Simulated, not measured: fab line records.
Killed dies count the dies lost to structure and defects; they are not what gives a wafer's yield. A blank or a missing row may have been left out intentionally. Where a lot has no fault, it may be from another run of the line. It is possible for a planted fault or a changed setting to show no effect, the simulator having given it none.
One fault seen from 2 desks / flow ritCmos / every desk sees just its own numbers, and what lay behind them comes last

AT THE TOOL OWNER'S DESK: ilineStepper-01
The tool's own readings at RIT_PWELL_EXPOSE_03 (exposes mask M3, target cd 43700 nm): means of the sampled wafers that have a number, for each lot that ran on this tool. Any lot whose mean is over 4 standard deviations away from the usual mean is out of limits and marked OUT; that distance is given in the brackets.
Columns: A = reticleTempC at RIT_PWELL_EXPOSE_03, usual 23.00 C
lot=L860; first seen here=day 2 04:38; A=23.03
lot=L861; first seen here=day 2 11:10; A=23.03
lot=L862; first seen here=day 2 13:29; A=23.00
lot=L866; first seen here=day 3 09:58; A=22.91
lot=L867; first seen here=day 3 15:23; A=23.04
lot=L869; first seen here=day 4 02:02; A=23.05
This desk found nothing out of limits on any of the 6 lots.

METROLOGY DESK
Means of the sampled wafers that have a number, per lot and without regard to the tool the lot ran on: this is what the gauges read. Any lot whose mean is over 4 standard deviations away from the usual mean is out of limits and marked OUT; that distance is given in the brackets.
Columns: A = PWELL_OVL at RIT_PWELL_OVL_MEAS_06, usual -0.9 nm; B = NSD_OVL at RIT_NSD_OVL_MEAS_06, usual 0.1 nm; C = M1_AL_RS at RIT_M1_RS_MEAS_01, usual 0.0734 ohm/sq
lot=L859; first seen here=day 2 00:08; A=-1.0; B=-0.8; C=0.0741
lot=L860; first seen here=day 2 05:02; A=0.1; B=1.0; C=0.0727
lot=L861; first seen here=day 2 11:35; A=-0.3; B=0.3; C=0.0737
lot=L862; first seen here=day 2 13:53; A=-2.5; B=0.3; C=0.0728
lot=L863; first seen here=day 2 19:35; A=-1.8; B=1.2; C=0.0750
lot=L864; first seen here=day 3 01:30; A=-2.4; B=1.1; C=0.0732
lot=L865; first seen here=day 3 06:17; A=-1.7; B=1.0; C=0.0747
lot=L866; first seen here=day 4 14:29; A=-; B=-0.6; C=0.0729
lot=L867; first seen here=day 4 20:55; A=-; B=1.4; C=0.0744
lot=L869; first seen here=day 5 06:22; A=-; B=0.3; C=0.0731
lot=L877; first seen here=day 5 19:32; A=-1.2; B=0.6; C=0.0733
lot=L879; first seen here=day 6 03:01; A=-2.0; B=-0.3; C=0.0729
lot=L881; first seen here=day 6 13:37; A=-2.4; B=1.7; C=0.0745
lot=L882; first seen here=day 6 19:16; A=-2.9; B=-0.1; C=0.0735
This desk found nothing out of limits on any of the 14 lots.

BROUGHT TOGETHER
The desk of the tool owner found nothing out of limits.
From the metrology desk's view, nothing was out of limits.

WHAT HAD BEEN PUT IN BY THE SIMULATOR
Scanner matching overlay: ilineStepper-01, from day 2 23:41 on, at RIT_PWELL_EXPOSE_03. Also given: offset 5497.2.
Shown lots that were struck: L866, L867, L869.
